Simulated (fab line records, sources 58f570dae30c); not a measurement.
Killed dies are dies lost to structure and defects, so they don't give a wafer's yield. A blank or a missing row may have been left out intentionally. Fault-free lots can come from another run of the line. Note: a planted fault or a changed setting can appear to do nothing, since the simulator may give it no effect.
fab line records	flow berkeleyCmos170
[record] lots = 5	wafers = 23
route steps=331 shown PSD@183 NSD@195 SDANNEAL@204 SILICIDE@211 M1@242 V1@254 V2@299
startH: hours from the record's first day to the start of the lot's first wafer shown	waitH: time in hours since the lot's previous step	" identical to the entry in the row above	L1.1+2: a single row standing in for several wafers	- no value, or no start was given	* or withheld: withheld	< > ~ a bound
route shown NAME@n: names a module that has steps shown in the file, with the first one's number in the route	usual: mean/standard deviation of fault-free wafers	same: alike in all rows	chamber/n: place in a boat	sites: readings site by site	_std_site: their standard deviation	_edge_site: mean of outer sites minus mean of inner sites	radiusMm: how far each site lies from the wafer's centre	mask NAME#n: copy n	behind: the last tool/chamber to shape the wafer	hold: why the lot went on hold/how many hours it stayed there/how the hold came to an end	device: transistor that didn't switch, given as n, p or np	end of line: the route-end tests of the same wafers	a step given without rows: its recipe and nothing more	killed: at the first sort, the dies lost to defects and structure; wafer yield is something else	map: a wafer's dies, marking killed ones x, the rest . and places with no die _
set.NAME: the setting the step ran with; set.NAME@STEP: the setting that earlier step ran with	model.NAME: the simulator's own value behind a step, which no gauge read
one table per step and one row per wafer, for lots whose settings were changed on purpose
[[steps]]
[step UCB170_PSD_IMPLANT_08]
[recipe] species = B	doseCm2 = 3e+15	energyKev = 20	tiltDeg = 7
lot.wafer	tool	chamber	startH	waitH	set.doseCm2
L074.1+5+6	implanter-02	0	163.09	0.0	3.206e+15
L074.2+3	"	0	"	"	3e+15
L077.1+2+3	implanter-04	0	177.19	0.0	3e+15
L077.4+5	"	0	"	"	3.181e+15
L079.3+4+5	implanter-01	0	177.52	0.1	3e+15
L081.1+3+4	implanter-01	0	192.80	0.0	3.116e+15
L081.2+5	"	0	"	"	3e+15
L084.1+6	implanter-01	0	202.04	0.0	3e+15
L084.3+4+5	"	0	"	"	2.806e+15
[step UCB170_PSD_STRIP_09]
[recipe] chemistry = O2	powerW = 400	pressureMtorr = 3500	platenTempC = withheld	o2FlowSccm = 400	overashFraction = 0.5
[usual] stripTimeToEndpointS = 29.41/0.089
lot.wafer	tool	chamber	startH	waitH	set.doseCm2@PSD_IMPLANT_08	stripTimeToEndpointS
L074.1	plasmaAsher-02	0	163.24	0.1	3.206e+15	30.11
L074.2	"	1	"	"	3e+15	29.29
L074.3	"	0	"	"	3e+15	29.34
L074.5	"	0	"	"	3.206e+15	30.13
L074.6	"	1	"	"	3.206e+15	30.03
L077.1	plasmaAsher-04	1	177.34	0.1	3e+15	29.48
L077.2	"	0	"	"	3e+15	29.46
L077.3	"	1	"	"	3e+15	29.48
L077.4	"	0	"	"	3.181e+15	30.08
L077.5	"	1	"	"	3.181e+15	30.12
L079.3	plasmaAsher-03	0	177.65	0.1	3e+15	29.42
L079.4	"	1	"	"	3e+15	29.49
L079.5	"	0	"	"	3e+15	29.39
L081.1	plasmaAsher-04	1	192.95	0.1	3.116e+15	29.91
L081.2	"	0	"	"	3e+15	29.45
L081.3	"	1	"	"	3.116e+15	29.85
L081.4	"	0	"	"	3.116e+15	29.93
L081.5	"	0	"	"	3e+15	29.49
L084.1	plasmaAsher-02	0	202.19	0.1	3e+15	29.50
L084.3	"	1	"	"	2.806e+15	28.88
L084.4	"	0	"	"	2.806e+15	28.80
L084.5	"	1	"	"	2.806e+15	28.83
L084.6	"	0	"	"	3e+15	29.47
[step UCB170_PSD_TW_MEAS_10]
[usual] PSD_TW = 2318/15
lot.wafer	tool	chamber	startH	waitH	set.doseCm2@PSD_IMPLANT_08	PSD_TW
L074.1	filmMetro-01	-	163.34	0.1	3.206e+15	2357
L074.2	"	-	"	"	3e+15	2293
L074.3	"	-	"	"	3e+15	2303
L074.5	"	-	"	"	3.206e+15	2351
L074.6	"	-	"	"	3.206e+15	2343
L077.1	filmMetro-01	-	177.44	0.1	3e+15	2299
L077.2	"	-	"	"	3e+15	2312
L077.3	"	-	"	"	3e+15	2302
L077.4	"	-	"	"	3.181e+15	2355
L077.5	"	-	"	"	3.181e+15	2345
L079.3	filmMetro-02	-	177.74	0.1	3e+15	2342
L079.4	"	-	"	"	3e+15	2347
L079.5	"	-	"	"	3e+15	2332
L081.1	filmMetro-01	-	193.05	0.1	3.116e+15	2325
L081.2	"	-	"	"	3e+15	2320
L081.3	"	-	"	"	3.116e+15	2341
L081.4	"	-	"	"	3.116e+15	2337
L081.5	"	-	"	"	3e+15	2319
L084.1	filmMetro-01	-	202.29	0.1	3e+15	2306
L084.3	"	-	"	"	2.806e+15	2273
L084.4	"	-	"	"	2.806e+15	2270
L084.5	"	-	"	"	2.806e+15	2261
L084.6	"	-	"	"	3e+15	2309
[step UCB170_NSD_IMPLANT_08]
[recipe] species = P	doseCm2 = 3e+15	energyKev = 40	tiltDeg = 7
lot.wafer	tool	chamber	startH	waitH	set.doseCm2
L074.1+3+5	implanter-02	0	165.32	0.0	3e+15
L074.2+6	"	0	"	"	2.872e+15
L077.1+4+5	implanter-02	0	178.98	0.0	3e+15
L077.2+3	"	0	"	"	3.194e+15
L079.3+4+5	implanter-03	0	179.51	0.1	3e+15
L081.1+2+3+4+5	implanter-02	0	195.67	0.0	3e+15
L084.1+5	implanter-02	0	203.80	0.0	3e+15
L084.3+4+6	"	0	"	"	3.066e+15
[step UCB170_NSD_STRIP_09]
[recipe] chemistry = O2	powerW = 400	pressureMtorr = 3500	platenTempC = withheld	o2FlowSccm = 400	overashFraction = 0.5
[usual] oesProductAu = 0.534/0.0045	stripTimeToEndpointS = 35.82/0.054
lot.wafer	tool	chamber	startH	waitH	set.powerW	oesProductAu	stripTimeToEndpointS
L074.1	plasmaAsher-03	0	165.47	0.1	372.9	0.517	37.89
L074.2	"	1	"	"	400	0.536	35.44
L074.3	"	1	"	"	400	0.537	35.80
L074.5	"	0	"	"	372.9	0.513	37.79
L074.6	"	1	"	"	400	0.537	35.41
L077.1	plasmaAsher-02	1	179.13	0.1	413.4	0.540	34.92
L077.2	"	0	"	"	400	0.532	36.45
L077.3	"	0	"	"	400	0.525	36.45
L077.4	"	1	"	"	413.4	0.540	34.90
L077.5	"	0	"	"	400	0.535	35.79
L079.3	plasmaAsher-03	0	179.65	0.1	400	0.531	35.82
L079.4	"	1	"	"	400	0.537	35.75
L079.5	"	0	"	"	400	0.534	35.85
L081.1	plasmaAsher-03	0	195.82	0.1	367.2	0.507	38.22
L081.2	"	1	"	"	367.2	0.517	38.23
L081.3	"	1	"	"	400	0.529	35.85
L081.4	"	0	"	"	400	0.527	35.87
L081.5	"	1	"	"	367.2	0.517	38.24
L084.1	plasmaAsher-01	1	203.95	0.1	438.9	0.547	33.49
L084.3	"	0	"	"	438.9	0.558	33.67
L084.4	"	1	"	"	438.9	0.553	33.62
L084.5	"	1	"	"	400	0.537	35.87
L084.6	"	0	"	"	400	0.534	36.04
[step UCB170_NSD_CLEAN_11]
[recipe] chemistry = SPM	tempC = 120	timeS = 600
[step UCB170_SDANNEAL_RTA_00]
[recipe] tempC = 900	timeS = 10	ambient = N2
[step UCB170_SDANNEAL_RTA_01]
[recipe] tempC = 1050	timeS = 5	ambient = N2
[step UCB170_SDANNEAL_RS_MEAS_02]
[recipe] thkMeasGauge = four-point-probe
[usual] PSD_RS = 75.6/0.32
lot.wafer	tool	chamber	startH	waitH	set.doseCm2@PSD_IMPLANT_08	PSD_RS[ohm/sq]
L074.1	filmMetro-02	-	167.35	0.0	3.206e+15	72.4
L074.2	"	-	"	"	3e+15	75.9
L074.3	"	-	"	"	3e+15	75.9
L074.5	"	-	"	"	3.206e+15	72.5
L074.6	"	-	"	"	3.206e+15	72.3
L077.1	filmMetro-01	-	181.09	0.1	3e+15	75.6
L077.2	"	-	"	"	3e+15	75.3
L077.3	"	-	"	"	3e+15	75.4
L077.4	"	-	"	"	3.181e+15	72.3
L077.5	"	-	"	"	3.181e+15	72.2
L079.3	filmMetro-04	-	181.65	0.1	3e+15	76.0
L079.4	"	-	"	"	3e+15	75.5
L079.5	"	-	"	"	3e+15	75.8
L081.1	filmMetro-04	-	197.30	0.0	3.116e+15	73.7
L081.2	"	-	"	"	3e+15	75.7
L081.3	"	-	"	"	3.116e+15	73.9
L081.4	"	-	"	"	3.116e+15	73.7
L081.5	"	-	"	"	3e+15	75.8
L084.1	filmMetro-02	-	205.35	0.1	3e+15	75.2
L084.3	"	-	"	"	2.806e+15	79.0
L084.4	"	-	"	"	2.806e+15	78.8
L084.5	"	-	"	"	2.806e+15	78.8
L084.6	"	-	"	"	3e+15	75.3
[step UCB170_SDANNEAL_RS_MEAS_03]
[recipe] thkMeasGauge = four-point-probe
[usual] NSD_RS = 37.28/0.071
lot.wafer	tool	chamber	startH	waitH	set.doseCm2@NSD_IMPLANT_08	NSD_RS[ohm/sq]
L074.1	filmMetro-02	-	167.47	0.1	3e+15	37.18
L074.2	"	-	"	"	2.872e+15	38.04
L074.3	"	-	"	"	3e+15	37.27
L074.5	"	-	"	"	3e+15	37.26
L074.6	"	-	"	"	2.872e+15	38.05
L077.1	filmMetro-01	-	181.21	0.1	3e+15	37.17
L077.2	"	-	"	"	3.194e+15	36.21
L077.3	"	-	"	"	3.194e+15	36.23
L077.4	"	-	"	"	3e+15	37.24
L077.5	"	-	"	"	3e+15	37.20
L079.3	filmMetro-04	-	181.77	0.1	3e+15	37.18
L079.4	"	-	"	"	3e+15	37.30
L079.5	"	-	"	"	3e+15	37.24
L081.1	filmMetro-04	-	197.42	0.1	3e+15	37.40
L081.2	"	-	"	"	3e+15	37.29
L081.3	"	-	"	"	3e+15	37.35
L081.4	"	-	"	"	3e+15	37.32
L081.5	"	-	"	"	3e+15	37.34
L084.1	filmMetro-02	-	205.47	0.1	3e+15	37.30
L084.3	"	-	"	"	3.066e+15	36.85
L084.4	"	-	"	"	3.066e+15	36.90
L084.5	"	-	"	"	3e+15	37.25
L084.6	"	-	"	"	3.066e+15	36.90
[step UCB170_SILICIDE_SPUTTER_01]
[recipe] material = Ti	targetThkNm = 30	timeS = 25	powerW = 1500	chamberPressurePa = 0.5
lot.wafer	tool	chamber	startH	waitH	set.timeS	model.Ti_of_SILICIDE_SPUTTER_01.thkNm
L074.1	pvdSputter-04	-	167.89	0.0	25	30.08
L074.2	"	-	"	"	25	30.24
L074.3	"	-	"	"	23.22	28.24
L074.5	"	-	"	"	25	30.6
L074.6	"	-	"	"	23.22	28.04
L077.1	pvdSputter-04	-	181.63	0.0	21.4	26.07
L077.2	"	-	"	"	25	30.18
L077.3	"	-	"	"	21.4	25.59
L077.4	"	-	"	"	21.4	25.72
L077.5	"	-	"	"	25	29.94
L079.3	pvdSputter-01	-	182.16	0.0	25	30.05
L079.4	"	-	"	"	25	30.12
L079.5	"	-	"	"	25	29.95
L081.1	pvdSputter-03	-	197.84	0.0	25	30.06
L081.2	"	-	"	"	25	30.56
L081.3	"	-	"	"	25	30.22
L081.4	"	-	"	"	25	30.08
L081.5	"	-	"	"	25	30.48
L084.1	pvdSputter-01	-	205.90	0.0	25	29.91
L084.3	"	-	"	"	23.28	27.49
L084.4	"	-	"	"	25	29.86
L084.5	"	-	"	"	23.28	27.57
L084.6	"	-	"	"	23.28	27.36
[step UCB170_SILICIDE_RS_MEAS_02]
[recipe] thkMeasGauge = four-point-probe	reads = Ti_of_SILICIDE_SPUTTER_01
[usual] SILICIDE_TI_RS = 26.10/0.29
lot.wafer	tool	chamber	startH	waitH	set.timeS@SILICIDE_SPUTTER_01	SILICIDE_TI_RS[ohm/sq]
L074.1	filmMetro-02	-	167.92	0.0	25	26.08
L074.2	"	-	"	"	25	25.93
L074.3	"	-	"	"	23.22	28.10
L074.5	"	-	"	"	25	25.58
L074.6	"	-	"	"	23.22	28.30
L077.1	filmMetro-03	-	181.66	0.0	21.4	30.86
L077.2	"	-	"	"	25	25.95
L077.3	"	-	"	"	21.4	31.50
L077.4	"	-	"	"	21.4	31.31
L077.5	"	-	"	"	25	26.19
L079.3	filmMetro-03	-	182.23	0.1	25	26.09
L079.4	"	-	"	"	25	26.02
L079.5	"	-	"	"	25	26.19
L081.1	filmMetro-04	-	197.87	0.0	25	26.08
L081.2	"	-	"	"	25	25.56
L081.3	"	-	"	"	25	25.93
L081.4	"	-	"	"	25	26.07
L081.5	"	-	"	"	25	25.65
L084.1	filmMetro-02	-	205.98	0.1	25	26.27
L084.3	"	-	"	"	23.28	29.06
L084.4	"	-	"	"	25	26.36
L084.5	"	-	"	"	23.28	28.95
L084.6	"	-	"	"	23.28	29.22
[step UCB170_SILICIDE_THK_MEAS_03]
[recipe] thkMeasGauge = xrf	reads = Ti_of_SILICIDE_SPUTTER_01
[usual] SILICIDE_TI_THK = 29.50/0.28
lot.wafer	tool	chamber	startH	waitH	set.timeS@SILICIDE_SPUTTER_01	SILICIDE_TI_THK[nm]
L074.1	filmMetro-02	-	168.04	0.1	25	29.58
L074.2	"	-	"	"	25	29.72
L074.3	"	-	"	"	23.22	27.82
L074.5	"	-	"	"	25	30.01
L074.6	"	-	"	"	23.22	27.55
L077.1	filmMetro-03	-	181.78	0.1	21.4	25.39
L077.2	"	-	"	"	25	29.50
L077.3	"	-	"	"	21.4	24.99
L077.4	"	-	"	"	21.4	25.22
L077.5	"	-	"	"	25	29.23
L079.3	filmMetro-03	-	182.33	0.1	25	29.32
L079.4	"	-	"	"	25	29.50
L079.5	"	-	"	"	25	29.26
L081.1	filmMetro-04	-	197.99	0.1	25	29.66
L081.2	"	-	"	"	25	30.17
L081.3	"	-	"	"	25	29.97
L081.4	"	-	"	"	25	29.65
L081.5	"	-	"	"	25	29.95
L084.1	filmMetro-02	-	206.10	0.1	25	29.29
L084.3	"	-	"	"	23.28	26.93
L084.4	"	-	"	"	25	29.23
L084.5	"	-	"	"	23.28	27.07
L084.6	"	-	"	"	23.28	26.85
[step UCB170_M1_COAT_04]
[recipe] resist = KrF	spinRpm = 1500	resistThkNm = 900
lot.wafer	tool	chamber	startH	waitH	set.spinRpm	model.KrF_of_M1_COAT_04.thkNm
L074.1	lithoTrack-03	0	-	-	1500	899.3
L074.2	"	0	"	"	1500	901.1
L074.3	"	0	"	"	1500	902
L074.5	"	0	"	"	1500	901.4
L074.6	"	0	"	"	1500	901.6
L077.1	lithoTrack-03	0	-	-	1500	900.9
L077.2	"	0	"	"	1423	925
L077.3+5	"	0	"	"	1500	900
L077.4	"	0	"	"	1423	923.4
L079.3	lithoTrack-03	0	-	-	1500	897.3
L079.4	"	0	"	"	1500	900.5
L079.5	"	0	"	"	1500	898.1
L081.1	lithoTrack-02	0	-	-	1472	913
L081.2	"	0	"	"	1500	901.8
L081.3	"	0	"	"	1472	911.2
L081.4	"	0	"	"	1500	903.2
L081.5	"	0	"	"	1500	901.5
L084.1	lithoTrack-04	0	-	-	1500	898.8
L084.3	"	0	"	"	1500	899.6
L084.4	"	0	"	"	1500	898.5
L084.5	"	0	"	"	1500	897.8
L084.6	"	0	"	"	1500	897
[step UCB170_V1_CVD_00]
[recipe] material = SiO2	targetThkNm = 2000	tempC = 390	precursor = TEOS/O2	timeS = 250	rfW = 550	pressureMtorr = 9000
lot.wafer	tool	chamber	startH	waitH	set.timeS	model.SiO2_of_V1_CVD_00.thkNm
L074.1	pecvd-03	2	178.97	0.0	231.6	1819
L074.2	"	1	"	"	250	1972
L074.3	"	0	"	"	250	1968
L074.5	"	0	"	"	231.6	1880
L074.6	"	2	"	"	231.6	1841
L077.1	pecvd-04	0	190.85	0.0	250	1965
L077.2	"	2	"	"	224.1	1729
L077.3	"	0	"	"	224.1	1816
L077.4	"	2	"	"	250	2003
L077.5	"	0	"	"	250	2004
L079.3	pecvd-02	1	192.38	0.1	250	2016
L079.4	"	2	"	"	250	2010
L079.5	"	2	"	"	250	2023
L081.1	pecvd-02	2	208.11	0.0	250	1948
L081.2	"	1	"	"	250	2024
L081.3	"	0	"	"	250	1925
L081.4	"	2	"	"	250	2018
L081.5	"	0	"	"	250	1981
L084.1	pecvd-02	2	214.46	0.0	284	2285
L084.3	"	0	"	"	250	1967
L084.4	"	0	"	"	250	2007
L084.5	"	1	"	"	250	2019
L084.6	"	2	"	"	284	2295
[step UCB170_V1_THK_MEAS_01]
[recipe] reads = SiO2_of_V1_CVD_00
[usual] V1_TEOS_THK = 1998/27
lot.wafer	tool	chamber	startH	waitH	set.timeS@V1_CVD_00	V1_TEOS_THK[nm]
L074.1	filmMetro-03	-	179.13	0.1	231.6	1819
L074.2	"	-	"	"	250	1972
L074.3	"	-	"	"	250	1967
L074.5	"	-	"	"	231.6	1881
L074.6	"	-	"	"	231.6	1842
L077.1	filmMetro-04	-	191.09	0.2	250	1965
L077.2	"	-	"	"	224.1	1728
L077.3	"	-	"	"	224.1	1816
L077.4	"	-	"	"	250	2003
L077.5	"	-	"	"	250	2006
L079.3	filmMetro-01	-	192.56	0.1	250	2016
L079.4	"	-	"	"	250	2010
L079.5	"	-	"	"	250	2022
L081.1	filmMetro-04	-	208.26	0.1	250	1948
L081.2	"	-	"	"	250	2025
L081.3	"	-	"	"	250	1926
L081.4	"	-	"	"	250	2018
L081.5	"	-	"	"	250	1982
L084.1	filmMetro-04	-	214.61	0.1	284	2284
L084.3	"	-	"	"	250	1966
L084.4	"	-	"	"	250	2008
L084.5	"	-	"	"	250	2017
L084.6	"	-	"	"	284	2295
[step UCB170_V1_PEB_10]
[recipe] pebTempC = 130	pebTimeS = withheld	resist = KrF
lot.wafer	tool	chamber	startH	waitH	set.pebTempC
L074.1+2+3+5+6	lithoTrack-01	0	182.56	0.4	130
L077.1+4	lithoTrack-03	0	194.84	0.3	126.3
L077.2+3+5	"	0	"	"	130
L079.3+4+5	lithoTrack-01	0	194.92	0.1	130
L081.1+5	lithoTrack-02	0	209.56	0.1	127.4
L081.2+3+4	"	0	"	"	130
L084.1+5	lithoTrack-02	0	217.49	0.2	130
L084.3+4+6	"	0	"	"	127.6
[step UCB170_V1_DEVELOP_11]
[recipe] developer = TMAH	developTimeS = 45	resist = KrF	devTempC = 21
[step UCB170_V1_CD_MEAS_12]
[recipe] targetCdNm = 700
[usual] cdNm = 699.4/1.5
lot.wafer	tool	chamber	startH	waitH	set.pebTempC@V1_PEB_10	cdNm
L074.1	cdSem-01	-	182.85	-	130	700.1
L074.2	"	-	"	"	130	699.9
L074.3	"	-	"	"	130	699.8
L074.5	"	-	"	"	130	699.8
L074.6	"	-	"	"	130	700.1
L077.1	cdSem-01	-	195.12	-	126.3	673.6
L077.2	"	-	"	"	130	702.2
L077.3	"	-	"	"	130	701.5
L077.4	"	-	"	"	126.3	672.1
L077.5	"	-	"	"	130	702.4
L079.3	cdSem-01	-	195.28	-	130	701.4
L079.4	"	-	"	"	130	701.2
L079.5	"	-	"	"	130	700.3
L081.1	cdSem-01	-	209.83	-	127.4	679.7
L081.2	"	-	"	"	130	698.3
L081.3	"	-	"	"	130	696.9
L081.4	"	-	"	"	130	697.8
L081.5	"	-	"	"	127.4	679.0
L084.1	cdSem-01	-	217.77	-	130	699.0
L084.3	"	-	"	"	127.6	680.7
L084.4	"	-	"	"	127.6	681.4
L084.5	"	-	"	"	130	697.7
L084.6	"	-	"	"	127.6	680.5
[step UCB170_V1_ETCH_14]
[recipe] chemistry = CHF3/CF4/Ar	target = SiO2	stopOn = Al	CHF3_flow_sccm = 45	cf4FlowSccm = 15	Ar_flow_sccm = 150	pressureMtorr = 200	rfW = 700	targetDepthA = 12500	overEtchFrac = 0.25	timeS = 291
lot.wafer	tool	chamber	startH	waitH	set.overEtchFrac	set.pebTempC@V1_PEB_10	model.V1.cdNm
L074.1	rieDiel-02	2	183.00	0.0	0.25	130	701.3
L074.2	"	3	"	"	0.25	130	699.1
L074.3	"	0	"	"	0.25	130	700.4
L074.5	"	2	"	"	0.25	130	700.8
L074.6	"	3	"	"	0.25	130	700
L077.1	rieDiel-01	3	195.27	0.0	0.25	126.3	673
L077.2	"	0	"	"	0.25	130	701.8
L077.3	"	2	"	"	0.25	130	703.2
L077.4	"	1	"	"	0.25	126.3	671.5
L077.5	"	1	"	"	0.25	130	701.9
L079.3	rieDiel-02	1	195.39	0.0	0.25	130	701
L079.4	"	3	"	"	0.25	130	700.9
L079.5	"	1	"	"	0.25	130	699.7
L081.1	rieDiel-01	0	209.99	0.0	0.25	127.4	679.7
L081.2	"	1	"	"	0.25	130	698.9
L081.3	"	2	"	"	0.2224	130	698.5
L081.4	"	0	"	"	0.2224	130	697.6
L081.5	"	2	"	"	0.2224	127.4	680
L084.1	rieDiel-01	0	217.92	0.0	0.25	130	698.4
L084.3	"	0	"	"	0.25	127.6	680.2
L084.4	"	2	"	"	0.25	127.6	682.1
L084.5	"	0	"	"	0.25	130	697.6
L084.6	"	2	"	"	0.25	127.6	681.4
[step UCB170_V1_STRIP_15]
[recipe] chemistry = O2	powerW = 400	pressureMtorr = 3500	platenTempC = withheld	o2FlowSccm = 400	overashFraction = 0.5
[step UCB170_V1_CD_MEAS_90]
[recipe] targetCdNm = 700
[usual] cdNm = 699.5/1.5
lot.wafer	tool	chamber	startH	waitH	set.pebTempC@V1_PEB_10	cdNm
L074.1	cdSem-01	-	183.28	0.1	130	701.2
L074.2	"	-	"	"	130	699.2
L074.3	"	-	"	"	130	700.3
L074.5	"	-	"	"	130	701.0
L074.6	"	-	"	"	130	699.8
L077.1	cdSem-01	-	195.63	0.1	126.3	673.0
L077.2	"	-	"	"	130	702.1
L077.3	"	-	"	"	130	702.9
L077.4	"	-	"	"	126.3	671.0
L077.5	"	-	"	"	130	701.6
L079.3	cdSem-01	-	195.91	0.3	130	700.8
L079.4	"	-	"	"	130	700.7
L079.5	"	-	"	"	130	699.6
L081.1	cdSem-02	-	210.27	0.1	127.4	680.0
L081.2	"	-	"	"	130	699.3
L081.3	"	-	"	"	130	698.4
L081.4	"	-	"	"	130	697.3
L081.5	"	-	"	"	127.4	680.2
L084.1	cdSem-02	-	218.29	0.1	130	698.5
L084.3	"	-	"	"	127.6	680.4
L084.4	"	-	"	"	127.6	682.2
L084.5	"	-	"	"	130	697.5
L084.6	"	-	"	"	127.6	681.5
[step UCB170_V2_COAT_07]
[recipe] resist = KrF	spinRpm = 1500	resistThkNm = 900
lot.wafer	tool	chamber	startH	waitH	set.spinRpm	model.KrF_of_V2_COAT_07.thkNm
L074.1	lithoTrack-02	0	188.52	0.1	1500	897.8
L074.2	"	0	"	"	1429	919.8
L074.3	"	0	"	"	1500	895.7
L074.5	"	0	"	"	1429	918.7
L074.6	"	0	"	"	1429	917.7
L077.1	lithoTrack-02	0	199.62	0.1	1500	902.2
L077.2	"	0	"	"	1500	903.5
L077.3	"	0	"	"	1500	904.8
L077.4+5	"	0	"	"	1500	902.1
L079.3	lithoTrack-04	0	200.46	0.1	1500	900.2
L079.4	"	0	"	"	1500	902.1
L079.5	"	0	"	"	1500	901.6
L081.1	lithoTrack-02	0	215.02	0.1	1500	896.8
L081.2	"	0	"	"	1500	896.7
L081.3	"	0	"	"	1438	918.3
L081.4	"	0	"	"	1500	897.5
L081.5	"	0	"	"	1438	915.9
L084.1+6	lithoTrack-01	0	223.04	0.1	1500	899
L084.3	"	0	"	"	1391	938
L084.4	"	0	"	"	1500	899.9
L084.5	"	0	"	"	1391	934.4
[[key]]
[split] step = UCB170_PSD_IMPLANT_08	setting = doseCm2	stated = 3e+15	by = wafer
[response] step = UCB170_PSD_STRIP_09	reading = stripTimeToEndpointS	change = *	per = 1%	r = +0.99
[response] step = UCB170_PSD_TW_MEAS_10	reading = PSD_TW	change = +6.74	per = 1%	r = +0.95
[response] step = UCB170_SDANNEAL_RS_MEAS_02	reading = PSD_RS	change = -0.532	per = 1%	r = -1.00
[split] step = UCB170_NSD_IMPLANT_08	setting = doseCm2	stated = 3e+15	by = wafer
[response] step = UCB170_SDANNEAL_RS_MEAS_03	reading = NSD_RS	change = -0.165	per = 1%	r = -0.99
[split] step = UCB170_NSD_STRIP_09	setting = powerW	stated = 400	by = wafer
[response] step = UCB170_NSD_STRIP_09	reading = oesProductAu	change = +0.0021	per = 1%	r = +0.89
[response] step = UCB170_NSD_STRIP_09	reading = stripTimeToEndpointS	change = *	per = 1%	r = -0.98
[split] step = UCB170_SILICIDE_SPUTTER_01	setting = timeS	stated = 25	by = wafer
[response] step = UCB170_SILICIDE_SPUTTER_01	reading = model.Ti_of_SILICIDE_SPUTTER_01.thkNm	change = +0.306	per = 1%	r = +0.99
[response] step = UCB170_SILICIDE_RS_MEAS_02	reading = SILICIDE_TI_RS	change = -0.36	per = 1%	r = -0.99
[response] step = UCB170_SILICIDE_THK_MEAS_03	reading = SILICIDE_TI_THK	change = +0.297	per = 1%	r = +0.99
[split] step = UCB170_M1_COAT_04	setting = spinRpm	stated = 1500	by = wafer
[response] step = UCB170_M1_COAT_04	reading = model.KrF_of_M1_COAT_04.thkNm	change = -4.74	per = 1%	r = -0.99
[split] step = UCB170_V1_CVD_00	setting = timeS	stated = 250	by = wafer
[response] step = UCB170_V1_CVD_00	reading = model.SiO2_of_V1_CVD_00.thkNm	change = +20.6	per = 1%	r = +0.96
[response] step = UCB170_V1_THK_MEAS_01	reading = V1_TEOS_THK	change = +20.7	per = 1%	r = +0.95
[split] step = UCB170_V1_PEB_10	setting = pebTempC	stated = 130	by = wafer
[response] step = UCB170_V1_CD_MEAS_12	reading = cdNm	change = +9.81	per = 1%	r = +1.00
[response] step = UCB170_V1_ETCH_14	reading = model.V1.cdNm	change = +9.89	per = 1%	r = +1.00
[response] step = UCB170_V1_CD_MEAS_90	reading = cdNm	change = +9.88	per = 1%	r = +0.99
[split] step = UCB170_V1_ETCH_14	setting = overEtchFrac	stated = 0.25	by = wafer
response none clear
[split] step = UCB170_V2_COAT_07	setting = spinRpm	stated = 1500	by = wafer
[response] step = UCB170_V2_COAT_07	reading = model.KrF_of_V2_COAT_07.thkNm	change = -4.93	per = 1%	r = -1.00
